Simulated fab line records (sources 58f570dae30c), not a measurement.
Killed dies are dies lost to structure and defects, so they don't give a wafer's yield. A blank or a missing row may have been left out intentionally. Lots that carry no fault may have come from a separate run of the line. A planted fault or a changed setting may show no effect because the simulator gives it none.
The tool behind it: which one? | flow berkeley-cmos170 | 13 lots with 39 wafers sampled at 6 steps, on a route of 331 steps

WHAT THE GAUGES READ, wafer by wafer
UCB170_SCREENOX_THK_MEAS_02. Usual: SCREENOX_OXIDE_THK gives 14.51 nm (standard deviation 0.26).
lot  | measured     | on            | SCREENOX_OXIDE_THK (nm) | flag
L423 | day 6 13:52  | film-metro-01 | 14.35 14.48 14.66       |
L421 | day 6 13:53  | film-metro-02 | 14.38 14.15 14.51       |
L426 | day 7 17:41  | film-metro-01 | 14.73 14.69 15.06       |
L430 | day 8 07:29  | film-metro-01 | 14.52 14.40 14.40       |
L434 | day 9 12:46  | film-metro-02 | 14.35 14.41 14.50       |
L435 | day 10 05:55 | film-metro-02 | 14.70 14.81 15.08       |
L437 | day 10 11:46 | film-metro-01 | 14.76 14.82 15.01       |
L436 | day 10 11:46 | film-metro-02 | 14.97 14.92 14.68       |
L438 | day 10 11:46 | film-metro-04 | 14.73 14.98 14.59       |
L439 | day 11 03:58 | film-metro-01 | 14.63 15.01 14.63       |
L440 | day 11 03:58 | film-metro-04 | 14.51 14.55 14.46       |
L441 | day 11 04:00 | film-metro-02 | 14.79 14.52 14.58       |
L443 | day 11 19:27 | film-metro-02 | 14.02 14.06 14.13       |

UCB170_GATE_THK_MEAS_02. Usual: GATE_OXIDE_THK gives 6.62 nm (standard deviation 0.13).
lot  | measured     | on            | GATE_OXIDE_THK (nm) | flag
L423 | day 7 08:16  | film-metro-04 | 6.61 6.54 6.58      |
L421 | day 7 08:16  | film-metro-03 | 6.77 6.84 6.75      |
L426 | day 8 17:25  | film-metro-04 | 6.51 6.49 6.46      |
L430 | day 9 05:41  | film-metro-04 | 6.49 6.58 6.54      |
L434 | day 10 07:16 | film-metro-04 | 6.94 7.04 6.93      |
L435 | day 10 22:23 | film-metro-03 | 6.46 6.61 6.57      |
L437 | day 11 06:58 | film-metro-04 | 6.39 6.55 6.51      |
L436 | day 11 06:58 | film-metro-02 | 6.73 6.64 6.60      |
L438 | day 11 06:58 | film-metro-03 | 6.51 6.63 6.60      |
L439 | day 11 20:47 | film-metro-02 | 6.71 6.69 6.70      |
L440 | day 11 20:47 | film-metro-03 | 6.74 6.67 6.70      |
L441 | day 11 20:47 | film-metro-04 | 6.66 6.85 6.77      |
L443 | day 12 11:59 | film-metro-04 | 6.49 6.57 6.46      |

UCB170_NLDD_CD_MEAS_06 targets a cd of 1200 nm. Usual: cd-nm reads 1200.0 nm (standard deviation 1.1).
lot  | measured     | on        | cd-nm (nm)           | flag
L423 | day 8 01:40  | cd-sem-02 | 1199.6 1198.3 1198.4 |
L421 | day 8 01:00  | cd-sem-02 | 1198.5 1199.3 1199.8 |
L426 | day 9 10:14  | cd-sem-02 | - - -                | OFF
L430 | day 9 23:20  | cd-sem-02 | 1199.5 1201.1 1200.8 |
L434 | day 10 23:28 | cd-sem-01 | 1200.2 1200.9 1200.6 |
L435 | day 11 11:59 | cd-sem-02 | 1199.8 1199.8 1199.6 |
L437 | day 11 22:13 | cd-sem-02 | 1201.0 1199.4 1199.5 |
L436 | day 11 22:07 | cd-sem-02 | 1200.0 1199.4 1199.6 |
L438 | day 11 21:53 | cd-sem-02 | 1200.5 1199.4 1200.3 |
L439 | day 12 10:48 | cd-sem-01 | 1200.2 1199.3 1198.9 |
L440 | day 12 10:15 | cd-sem-02 | 1202.1 1200.7 1199.3 |
L441 | day 12 10:40 | cd-sem-02 | 1198.2 1199.1 1198.6 |
L443 | day 13 02:20 | cd-sem-02 | 1200.1 1200.3 1199.4 |

UCB170_NLDD_TW_MEAS_11. Usual: NLDD_TW gives 2219 (standard deviation 11).
lot  | measured     | on            | NLDD_TW        | flag
L423 | day 8 02:13  | film-metro-02 | 2216 2214 2221 |
L421 | day 8 01:32  | film-metro-04 | 2219 2231 2219 |
L426 | day 9 10:46  | film-metro-04 | 30 30 30       | OFF
L430 | day 9 23:54  | film-metro-01 | 2221 2240 2225 |
L434 | day 11 00:00 | film-metro-02 | 2205 2197 2201 |
L435 | day 11 12:31 | film-metro-02 | 2199 2213 2206 |
L437 | day 11 22:46 | film-metro-04 | 2214 2230 2218 |
L436 | day 11 22:40 | film-metro-01 | 2241 2240 2237 |
L438 | day 11 22:25 | film-metro-02 | 2197 2200 2204 |
L439 | day 12 11:21 | film-metro-04 | 2228 2219 2244 |
L440 | day 12 10:48 | film-metro-04 | 2223 2223 2227 |
L441 | day 12 11:13 | film-metro-01 | 2211 2212 2217 |
L443 | day 13 02:54 | film-metro-01 | 2218 2222 2217 |

EACH LOT AND THE TOOL THAT RAN IT (in order: tool; ch and the chambers of the sampled wafers; start)
lot  | UCB170_PVT_STRIP_08                  | UCB170_NLDD_EXPOSE_03
L423 | plasma-asher-02 ch 1, day 6 23:28    | krf-scanner-01 ch 0, day 8 01:16
L421 | plasma-asher-03 ch 1, day 6 23:18    | krf-scanner-01 ch 0, day 8 00:37
L426 | plasma-asher-02 ch 1, day 8 04:59    | krf-scanner-01 ch 0, day 9 09:47
L430 | plasma-asher-04 ch 0,1, day 8 21:23  | krf-scanner-01 ch 0, day 9 22:53
L434 | plasma-asher-03 ch 1, day 9 22:57    | krf-scanner-02 ch 0, day 10 22:44
L435 | plasma-asher-02 ch 0,1, day 10 15:59 | krf-scanner-01 ch 0, day 11 11:34
L437 | plasma-asher-02 ch 0,1, day 10 23:54 | krf-scanner-01 ch 0, day 11 21:47
L436 | plasma-asher-02 ch 0,1, day 11 00:39 | krf-scanner-01 ch 0, day 11 21:40
L438 | plasma-asher-03 ch 0,1, day 11 00:22 | krf-scanner-01 ch 0, day 11 21:23
L439 | plasma-asher-03 ch 0,1, day 11 12:59 | krf-scanner-01 ch 0, day 12 10:08
L440 | plasma-asher-04 ch 0,1, day 11 12:52 | krf-scanner-02 ch 0, day 12 09:32
L441 | plasma-asher-04 ch 0, day 11 13:08   | krf-scanner-01 ch 0, day 12 09:50
L443 | plasma-asher-04 ch 0,1, day 12 04:39 | krf-scanner-01 ch 0, day 13 01:47
- UCB170_PVT_STRIP_08: strips in O2.
- UCB170_NLDD_EXPOSE_03: exposes mask NSELECT, target cd 1200 nm.

WHAT THE TOOLS THEMSELVES READ (means of the sampled wafers that have a number; where no wafer has one, the mark that the record gives instead)
UCB170_PVT_STRIP_08. Usual: drypump-motor-current-A 5.8 A, standard deviation 0.49; oes-product-au 0.735 a.u., standard deviation 0.0045; strip-time-to-endpoint-s 21.67 s, standard deviation 0.067.
lot  | tool            | drypump-motor-current-A (A) | oes-product-au (a.u.) | strip-time-to-endpoint-s (s) | flag
L423 | plasma-asher-02 | 5.7                         | 0.737                 | 21.69                        |
L421 | plasma-asher-03 | 5.3                         | 0.735                 | 21.64                        |
L426 | plasma-asher-02 | 5.7                         | 0.735                 | 21.60                        |
L430 | plasma-asher-04 | 6.2                         | 0.734                 | 21.68                        |
L434 | plasma-asher-03 | 5.3                         | 0.732                 | 21.65                        |
L435 | plasma-asher-02 | 5.9                         | 0.738                 | 21.70                        |
L437 | plasma-asher-02 | 5.8                         | 0.735                 | 21.72                        |
L436 | plasma-asher-02 | 5.8                         | 0.738                 | 21.77                        |
L438 | plasma-asher-03 | 5.2                         | 0.736                 | 21.57                        |
L439 | plasma-asher-03 | 5.2                         | 0.738                 | 21.62                        |
L440 | plasma-asher-04 | 6.2                         | 0.735                 | 21.74                        |
L441 | plasma-asher-04 | 6.4                         | 0.733                 | 21.61                        |
L443 | plasma-asher-04 | 6.2                         | 0.740                 | 21.75                        |

UCB170_NLDD_EXPOSE_03. Usual: stage-vel-mm-s 499.99 mm/s, standard deviation 0.22.
lot  | tool           | stage-vel-mm-s (mm/s) | flag
L423 | krf-scanner-01 | 500.05                |
L421 | krf-scanner-01 | 499.87                |
L426 | krf-scanner-01 | 499.99                |
L430 | krf-scanner-01 | 500.27                |
L434 | krf-scanner-02 | 500.03                |
L435 | krf-scanner-01 | 500.14                |
L437 | krf-scanner-01 | 500.13                |
L436 | krf-scanner-01 | 499.84                |
L438 | krf-scanner-01 | 499.71                |
L439 | krf-scanner-01 | 499.96                |
L440 | krf-scanner-02 | 500.08                |
L441 | krf-scanner-01 | 499.78                |
L443 | krf-scanner-01 | 500.04                |

THE ANSWER, worked out from the rows above alone
Rule: lot off if the mean of its wafers having a number is beyond 3 standard deviations from the usual mean. Also off: a lot with no number at a reading for which 4 or more lots have one. Any other lot the step has rows for is counted as sound. The gauges are gone through in route order, then the tools' own readings, and for those a lot's mean is taken as printed above. At the first step where some lot is off, the reading lying furthest off is the one used; lots without a number count as furthest.
Off, at UCB170_NLDD_CD_MEAS_06 on cd-nm: L426. Without a number there: L426.
If a tool, at a process step before that reading, ran all the lots that are off and no sound lot after the first of them, it fits. Not tried: the gauges at UCB170_NLDD_CD_MEAS_06; whatever is off there is also off at UCB170_NLDD_TW_MEAS_11, on other tools, and gauge error can't account for it. Not one of the candidates tried fits.

WHAT WAS PUT IN BY THE SIMULATOR
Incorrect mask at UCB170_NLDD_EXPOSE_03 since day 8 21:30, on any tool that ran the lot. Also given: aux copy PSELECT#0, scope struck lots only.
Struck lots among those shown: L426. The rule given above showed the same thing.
